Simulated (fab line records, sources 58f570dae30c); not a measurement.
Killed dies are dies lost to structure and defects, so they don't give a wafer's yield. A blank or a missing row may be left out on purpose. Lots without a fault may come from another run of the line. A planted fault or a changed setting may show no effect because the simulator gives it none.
Which tool did it? | flow berkeley_cmos170 | 14 lots, 42 wafers sampled, at 2 steps of a route of 331

WHAT THE GAUGES READ, wafer by wafer
UCB170_CONTACT_CD_MEAS_15: target cd 700 nm.
lot  | measured     | on        | cd_nm (nm)
L564 | day 7 22:05  | cd_sem-01 | 700.2 701.6 700.5
L565 | day 8 10:56  | cd_sem-02 | 699.7 699.2 701.0
L566 | day 8 12:10  | cd_sem-02 | 700.4 699.0 698.9
L568 | day 9 01:11  | cd_sem-01 | 701.7 699.7 699.4
L569 | day 9 03:49  | cd_sem-01 | 699.1 698.3 700.6
L567 | day 9 04:05  | cd_sem-02 | 699.8 698.7 700.3
L573 | day 9 15:08  | cd_sem-01 | 698.8 698.7 697.7
L574 | day 9 15:13  | cd_sem-02 | 698.8 699.5 699.3
L575 | day 10 20:53 | cd_sem-02 | 698.7 698.7 699.1
L577 | day 10 21:04 | cd_sem-02 | 701.5 700.1 702.3
L580 | day 11 10:47 | cd_sem-02 | 701.0 701.8 703.2
L579 | day 11 11:16 | cd_sem-02 | 698.4 699.6 700.1
L581 | day 12 01:10 | cd_sem-02 | 700.7 699.8 700.3
L585 | day 12 15:56 | cd_sem-02 | 701.2 701.2 700.6

UCB170_CONTACT_CD_MEAS_90: target cd 700 nm.
lot  | measured     | on        | cd_nm (nm)
L564 | day 7 22:32  | cd_sem-02 | 701.3 701.2 701.4
L565 | day 8 11:22  | cd_sem-02 | 699.6 700.0 701.6
L566 | day 8 12:35  | cd_sem-02 | 699.6 699.2 698.5
L568 | day 9 01:37  | cd_sem-02 | 701.9 699.2 698.8
L569 | day 9 04:14  | cd_sem-02 | 699.9 699.3 700.0
L567 | day 9 04:30  | cd_sem-01 | 700.5 697.5 698.6
L573 | day 9 15:34  | cd_sem-01 | 698.9 698.5 698.2
L574 | day 9 15:38  | cd_sem-02 | 699.2 698.9 698.7
L575 | day 10 21:18 | cd_sem-01 | 698.9 698.5 698.6
L577 | day 10 21:29 | cd_sem-02 | 702.4 701.6 703.5
L580 | day 11 11:13 | cd_sem-01 | 702.0 702.5 704.7
L579 | day 11 11:42 | cd_sem-01 | 699.6 700.8 700.5
L581 | day 12 01:35 | cd_sem-01 | 699.6 698.4 699.3
L585 | day 12 16:22 | cd_sem-01 | 702.2 700.0 700.5

WHICH TOOL RAN EACH LOT (tool, then ch and the chambers of the sampled wafers, then the start)
The record holds no process step before these readings.

WHAT THE TOOLS THEMSELVES READ (means of the sampled wafers that have a number; where no wafer has one, the mark that the record gives instead)
The record holds no such reading with a usual standard deviation.

THE ANSWER, worked out from the rows above alone
Rule: what is usual is taken from the lots themselves. Put in order of their means at a reading, lots are off if they are a third of the lots or fewer, leave a main group of 4 or more, and stand apart from it by a gap of 3 or more times the standard deviation of the main group's means; of several such gaps the widest counts. A main group whose means are all the same, to the digits that the tables above print for the reading, isn't used. A lot without any number at a reading at which 4 lots or more have one is off too. The other lots that the step has rows for count as sound. The gauges are gone through in route order, then the tools' own readings, and for those a lot's mean is taken as printed above. The first step at which some lot is off is used, and at that step the reading that is off furthest; a lot without a number counts as furthest.
No lot is off at any reading shown: from this, nothing can be told.

WHAT THE SIMULATOR HAD PUT IN
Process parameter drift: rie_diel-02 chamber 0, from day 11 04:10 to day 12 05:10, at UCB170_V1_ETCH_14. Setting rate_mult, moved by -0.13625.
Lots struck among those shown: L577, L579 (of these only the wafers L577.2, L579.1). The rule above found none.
